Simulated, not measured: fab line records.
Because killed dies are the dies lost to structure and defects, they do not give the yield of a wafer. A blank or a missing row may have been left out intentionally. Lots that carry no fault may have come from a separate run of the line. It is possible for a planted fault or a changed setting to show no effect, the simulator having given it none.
fab line records -- flow berkeley-cmos170
[record] lots = 5, wafers = 23
route steps=331 shown M3@327
start-h: hours from the record's first day to the start of the lot's first wafer shown -- wait-h: hours from the lot's prior step to this one -- " same as the row above -- L1.1+2: several wafers, shown together as one row -- - value missing, or start not given -- * or withheld: withheld -- < > ~ a bound
route shown NAME@n: a module of which the file shows steps, and the number in the route of the first -- usual: mean and standard deviation over wafers with no fault -- same: alike in all rows -- chamber/n: place in a boat -- sites: the reading at each site -- _std_site: how widely they spread, as a standard deviation -- _edge_site: the outer-site mean with the inner-site mean subtracted -- radius-mm: how far each site lies from the wafer's centre -- mask NAME#n: copy n -- behind: the tool/chamber that last shaped the wafer -- hold: what put the lot on hold/how long, in hours/how the hold closed -- device: transistor that didn't switch, given as n, p or np -- end of line: the route-end tests of the same wafers -- step lacking rows: just its recipe -- killed: the dies lost at the first sort to structure and to defects; this is not the yield of the wafer -- map: the dies of a wafer, with x for killed, . for not killed, _ for no die there
set.NAME: the setting the step ran with; set.NAME@STEP: the setting that earlier step ran with -- model.NAME: the simulator's own value behind a step, which no gauge read
lots where settings were altered on purpose, with a table for each step and a row for each wafer
[[steps]]
[step UCB170_M3_METAL_ETCH_18]
[recipe] chemistry = Cl2/BCl3, target = Al, stop-on = SiO2, pressure-mtorr = 12, target-depth-a = 11700, over-etch-frac = 0.3, time-s = 195, icp-w = 600, bias-w = 120, Cl2_flow_sccm = 90, bcl3-flow-sccm = 45
lot.wafer,tool,chamber,start-h,wait-h,set.time-s,model.KrF_of_M3_COAT_10.thk-nm,model.SiO2_of_V2_CVD_00.thk-nm,model.M3.cd-nm
L074.1,rie-metal-04,0,156.64,-,167.5,313.8,947.2,709.9
L074.2,rie-metal-04,1,156.64,-,195,221.9,939.6,700
L074.3,rie-metal-04,1,156.64,-,195,228.3,940.3,700.8
L074.4,rie-metal-04,0,156.64,-,167.5,315.1,946.9,707.1
L074.6,rie-metal-04,0,156.64,-,195,216.3,939.1,704
L076.2,rie-metal-01,0,177.42,-,195,198,939.8,703.3
L076.3,rie-metal-01,0,177.42,-,195,198.4,937.5,703.1
L076.5,rie-metal-01,0,177.42,-,195,198.8,938.7,700.7
L079.1,rie-metal-01,0,184.96,-,195,203.6,937.4,696.1
L079.2,rie-metal-01,1,184.96,-,167.8,290.2,945.8,707.9
L079.3,rie-metal-01,0,184.96,-,167.8,292.2,944.9,701.8
L079.5,rie-metal-01,0,184.96,-,195,201.3,939,695.3
L079.6,rie-metal-01,1,184.96,-,167.8,290.4,944.6,705.4
L078.1,rie-metal-03,1,185.11,-,207.4,195.1,939,703.9
L078.3,rie-metal-03,1,185.11,-,195,238.2,940.8,701.3
L078.4,rie-metal-03,1,185.11,-,195,239.1,942.2,708.3
L078.5,rie-metal-03,1,185.11,-,207.4,193.7,938.4,699.3
L078.6,rie-metal-03,1,185.11,-,195,237,942.8,706.6
L080.1,rie-metal-04,1,205.20,-,166.3,316.1,947.7,708
L080.3,rie-metal-04,0,205.20,-,166.3,319.4,947.9,705.7
L080.4,rie-metal-04,1,205.20,-,166.3,318.4,947.3,708.7
L080.5,rie-metal-04,1,205.20,-,195,219.5,939.7,698.6
L080.6,rie-metal-04,0,205.20,-,195,216.8,939.7,700.1
[step UCB170_M3_STRIP_19]
[recipe] chemistry = O2, power-w = 400, pressure-mtorr = 3500, platen-temp-c = withheld, o2-flow-sccm = 400, overash-fraction = 0.5
[usual] oes-product-au = 0.546/0.017
lot.wafer,tool,chamber,start-h,wait-h,set.time-s@M3_METAL_ETCH_18,oes-product-au
L074.1,plasma-asher-04,0,156.82,0.1,167.5,0.647
L074.2,plasma-asher-04,1,156.82,0.1,195,0.552
L074.3,plasma-asher-04,0,156.82,0.1,195,0.563
L074.4,plasma-asher-04,1,156.82,0.1,167.5,0.649
L074.6,plasma-asher-04,1,156.82,0.1,195,0.548
L076.2,plasma-asher-03,1,177.73,0.2,195,0.520
L076.3,plasma-asher-03,1,177.73,0.2,195,0.526
L076.5,plasma-asher-03,1,177.73,0.2,195,0.530
L079.1,plasma-asher-03,1,185.15,0.1,195,0.527
L079.2,plasma-asher-03,0,185.15,0.1,167.8,0.613
L079.3,plasma-asher-03,1,185.15,0.1,167.8,0.626
L079.5,plasma-asher-03,1,185.15,0.1,195,0.532
L079.6,plasma-asher-03,0,185.15,0.1,167.8,0.624
L078.1,plasma-asher-03,1,185.49,0.3,207.4,0.520
L078.3,plasma-asher-03,0,185.49,0.3,195,0.568
L078.4,plasma-asher-03,1,185.49,0.3,195,0.571
L078.5,plasma-asher-03,0,185.49,0.3,207.4,0.525
L078.6,plasma-asher-03,1,185.49,0.3,195,0.568
L080.1,plasma-asher-03,1,205.39,0.1,166.3,0.651
L080.3,plasma-asher-03,1,205.39,0.1,166.3,0.650
L080.4,plasma-asher-03,0,205.39,0.1,166.3,0.651
L080.5,plasma-asher-03,0,205.39,0.1,195,0.548
L080.6,plasma-asher-03,1,205.39,0.1,195,0.552
[step UCB170_M3_CD_MEAS_90]
[recipe] target-cd-nm = 700
[usual] cd-nm = 700.0/3
lot.wafer,tool,chamber,start-h,wait-h,set.time-s@M3_METAL_ETCH_18,cd-nm
L074.1,cd-sem-01,-,156.92,0.1,167.5,709.7
L074.2,cd-sem-01,-,156.92,0.1,195,699.9
L074.3,cd-sem-01,-,156.92,0.1,195,700.7
L074.4,cd-sem-01,-,156.92,0.1,167.5,707.2
L074.6,cd-sem-01,-,156.92,0.1,195,704.1
L076.2,cd-sem-02,-,177.85,0.1,195,703.1
L076.3,cd-sem-02,-,177.85,0.1,195,703.3
L076.5,cd-sem-02,-,177.85,0.1,195,700.5
L079.1,cd-sem-01,-,185.25,0.1,195,696.0
L079.2,cd-sem-01,-,185.25,0.1,167.8,707.9
L079.3,cd-sem-01,-,185.25,0.1,167.8,701.7
L079.5,cd-sem-01,-,185.25,0.1,195,695.4
L079.6,cd-sem-01,-,185.25,0.1,167.8,705.6
L078.1,cd-sem-01,-,185.61,0.1,207.4,703.7
L078.3,cd-sem-01,-,185.61,0.1,195,701.3
L078.4,cd-sem-01,-,185.61,0.1,195,708.3
L078.5,cd-sem-01,-,185.61,0.1,207.4,698.8
L078.6,cd-sem-01,-,185.61,0.1,195,706.8
L080.1,cd-sem-01,-,205.49,0.1,166.3,707.9
L080.3,cd-sem-01,-,205.49,0.1,166.3,705.3
L080.4,cd-sem-01,-,205.49,0.1,166.3,708.8
L080.5,cd-sem-01,-,205.49,0.1,195,698.3
L080.6,cd-sem-01,-,205.49,0.1,195,700.4
[[key]]
[split] step = UCB170_M3_METAL_ETCH_18, setting = time-s, stated = 195, by = wafer
[response] step = UCB170_M3_METAL_ETCH_18, reading = model.KrF_of_M3_COAT_10.thk-nm, change = -6.58, per = 1%, r = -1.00
[response] step = UCB170_M3_METAL_ETCH_18, reading = model.SiO2_of_V2_CVD_00.thk-nm, change = -0.52, per = 1%, r = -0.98
[response] step = UCB170_M3_METAL_ETCH_18, reading = model.M3.cd-nm, change = -0.571, per = 1%, r = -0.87
[response] step = UCB170_M3_STRIP_19, reading = oes-product-au, change = -0.00672, per = 1%, r = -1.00
[response] step = UCB170_M3_CD_MEAS_90, reading = cd-nm, change = -0.572, per = 1%, r = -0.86
